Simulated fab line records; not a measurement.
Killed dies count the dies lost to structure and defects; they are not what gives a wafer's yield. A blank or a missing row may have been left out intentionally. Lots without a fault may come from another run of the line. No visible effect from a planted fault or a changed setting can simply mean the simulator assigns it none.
One fault through the eyes of 2 desks + flow rit cmos + only its own numbers are on each desk; what lay behind them is given at the end

METROLOGY DESK
Means of the sampled wafers that have a number, per lot and without regard to the tool the lot ran on: this is what the gauges read. Marked OUT: a lot whose mean sits more than 4 standard deviations from the usual mean, which makes it out of limits; the brackets give that distance.
Columns: A = M1_AL_RS at RIT_M1_RS_MEAS_01, usual 0.0735 ohm/sq; B = M1_AL_THK at RIT_M1_THK_MEAS_02, usual 399 nm
| lot  | first seen here | A                | B              |
|------|-----------------|------------------|----------------|
| L438 | day 3 05:44     | 0.0735           | 398            |
| L442 | day 4 02:25     | 0.0735           | 399            |
| L444 | day 4 11:35     | 0.0727           | 401            |
| L445 | day 4 18:52     | 0.0735           | 398            |
| L446 | day 5 03:32     | 0.0735           | 398            |
| L447 | day 5 07:29     | 0.0734           | 399            |
| L448 | day 5 19:55     | 0.0717           | 408            |
| L450 | day 5 21:12     | 0.0747           | 390            |
| L452 | day 6 13:52     | 0.0739           | 398            |
| L455 | day 7 00:57     | 0.0737           | 398            |
| L458 | day 7 12:50     | 0.0870 (+17) OUT | 347 (-11) OUT  |
| L460 | day 7 20:39     | 0.0857 (+15) OUT | 355 (-9.5) OUT |
| L461 | day 8 00:59     | 0.0740           | 395            |
This desk reports L458, L460 out of limits; the earliest was L458 at day 7 12:50 (M1_AL_RS at RIT_M1_RS_MEAS_01). L438, L442, L444, L445, L446, L447, L448, L450, L452, L455, L461: within limits.

DESK OF THE TOOL OWNER: pvd sputter-03
The tool's own readings at RIT_M1_SPUTTER_00 (material Al, target thk 400 nm, time 500 s): means of the sampled wafers that have a number, for each lot that ran on this tool. Marked OUT: a lot whose mean sits more than 4 standard deviations from the usual mean, which makes it out of limits; the brackets give that distance.
Columns: A = throttle valve pct at RIT_M1_SPUTTER_00, usual 30.0 %
| lot  | first seen here | A    |
|------|-----------------|------|
| L446 | day 5 03:12     | 29.1 |
| L450 | day 5 20:53     | 31.1 |
| L452 | day 6 13:32     | 29.7 |
| L458 | day 7 12:32     | 31.8 |
| L460 | day 7 20:18     | 30.9 |
This desk found nothing out of limits on any of the 5 lots.

BROUGHT TOGETHER
Metrology desk: alarm possible at day 7 12:50 on L458, L460.
Nothing out of limits was seen by the tool owner's desk.
The tool owner's desk has L458, L460 on record, within its limits.
On pvd sputter-03, each named lot ran RIT_M1_SPUTTER_00.

WHAT THE SIMULATOR HAD INSERTED
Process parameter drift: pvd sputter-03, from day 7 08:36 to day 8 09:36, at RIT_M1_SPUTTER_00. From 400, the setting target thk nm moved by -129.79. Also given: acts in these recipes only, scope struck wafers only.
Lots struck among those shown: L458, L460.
Time in hours between the start of the fault and the first out-of-limits reading at each desk: metrology desk, 4.
